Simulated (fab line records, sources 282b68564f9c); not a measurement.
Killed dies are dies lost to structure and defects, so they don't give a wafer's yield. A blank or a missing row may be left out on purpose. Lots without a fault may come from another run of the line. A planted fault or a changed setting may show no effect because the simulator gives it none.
Problem report in the 8D (eight disciplines) form, filled by code | flow rit_cmos | the parts of the form that need people (team, actions taken, sign-off) are left out

1. THE PROBLEM
run_length_s at RIT_PSD_SOFTBAKE_02 reads a mean of 84.92 s on 6 wafers of 2 lots; wafers without a fault read 89.12 s with a standard deviation of 0.12. That is -35 standard deviations from the usual mean.
The step: time 60 s.
First seen on wafer L409.2, day 6 14:58, on litho_track-02. The record holds 42 wafers of 14 lots with a number at this step. Rule for "out", or "out of limits": more than 4 standard deviations from the usual mean. The other wafers with a number count as sound.

2. WHAT IT IS AND WHAT IT IS NOT
question                    | is                                 | is not
which readings at this step | run_length_s, heater_power_total_W | chill_plate_temp_C
which lots                  | L409, L410                         | L393, L396, L397, L398, L400, L401, L402, L403, L404, L413, L415, L416
which wafers of those lots  | all that have a number             | -
read on which tools         | litho_track-02                     | litho_track-01, litho_track-03
when                        | from day 6 14:58                   | up to then (27 sound wafers); but 9 sound wafers of L413, L415, L416 came after

3. SUSPECTS, AND WHAT RULES EACH OUT
Counting: a tool at a process step up to the reading stays a suspect if it ran every lot that is out and no sound lot after the first of them.
- litho_track-02 at RIT_PSD_SOFTBAKE_02 (time 60 s): kept. It ran every lot that is out, first L409 (day 6 14:58), and no sound lot after that; its last sound lot up to then is L404 (day 5 06:32). Its own readings are out on those wafers: heater_power_total_W, run_length_s.
Left after counting: litho_track-02 at RIT_PSD_SOFTBAKE_02.

4. THE CAUSE (what the simulator had put in)
Process parameter drift: litho_track-02, from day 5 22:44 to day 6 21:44, at RIT_PSD_SOFTBAKE_02. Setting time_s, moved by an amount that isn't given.
Counting left only this tool.

5. THE CHAIN OF EFFECTS, in route order
Each row: a reading whose mean over the struck wafers that have a number lies more than 3 standard deviations from the usual. Only readings for which the record gives a usual standard deviation are gone through. hours: the time from each lot's start at the first step in this table that gives one to its start at this step, as a median over the lots. sigmas: the change in usual standard deviations.
hours | step                | reading              | usual   | on struck wafers | change | sigmas
0     | RIT_PSD_SOFTBAKE_02 | heater_power_total_W | 34.57 W | 35.33            | +0.76  | +16
0     | RIT_PSD_SOFTBAKE_02 | run_length_s         | 89.12 s | 84.92            | -4.20  | -35
The process steps in it:
- RIT_PSD_SOFTBAKE_02: time 60 s.

6. WHAT WOULD HAVE CAUGHT IT SOONER
In this record the first reading out of limits was taken at day 6 14:58, 16 hours after the fault began at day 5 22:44.
